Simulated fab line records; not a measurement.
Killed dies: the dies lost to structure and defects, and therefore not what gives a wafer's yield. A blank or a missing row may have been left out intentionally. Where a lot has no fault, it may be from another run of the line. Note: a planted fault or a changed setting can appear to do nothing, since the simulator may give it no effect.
Chamber matching    flow berkeley-cmos170    rie-si-01 running UCB170_GATE_ETCH_15: 4 sister chambers
The step etches poly-Si in HBr/Cl2, stops on SiO2, time 56.3 s, target depth 278.2 nm. 4 wafers are shown with their chamber, then 9 later ones without.

## WAFERS PAIRED WITH THEIR CHAMBERS
wafer   chamber  throttle-valve-pct (%)
L683.1  3        26.35
L692.6  1        26.73
L696.4  0        26.16
L696.6  2        26.05

## WAFERS WITH NO CHAMBER GIVEN
wafer   throttle-valve-pct (%)
L699.1  26.16
L699.2  26.70
L699.4  26.03
L702.1  26.03
L702.4  26.17
L702.6  26.74
L704.1  26.03
L704.4  26.17
L704.5  26.17

## EACH ONE'S CHAMBER
wafer    from the rows above   in truth
L699.1   0                     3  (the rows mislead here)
L699.2   1                     1
L699.4   2                     2
L702.1   2                     2
L702.4   0                     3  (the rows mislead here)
L702.6   1                     1
L704.1   2                     2
L704.4   0                     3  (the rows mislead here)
L704.5   0                     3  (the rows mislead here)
Correct placement for 5 of the 9. Can't be placed from these rows: 0. Wrongly placed: 4.
How it was worked out, from the rows above alone: a wafer's distance from a chamber is the root of the sum, over the readings, of the square of ((its reading less the chamber's mean) divided by the reading's scatter). The wafer belongs to the nearest chamber; if the next one is less than 2 further off, it can't be placed. Each chamber's mean is taken over the wafers shown for it. The scatter: root of mean squared gap, hidden wafer to nearest shown wafer, with one shown wafer a chamber.
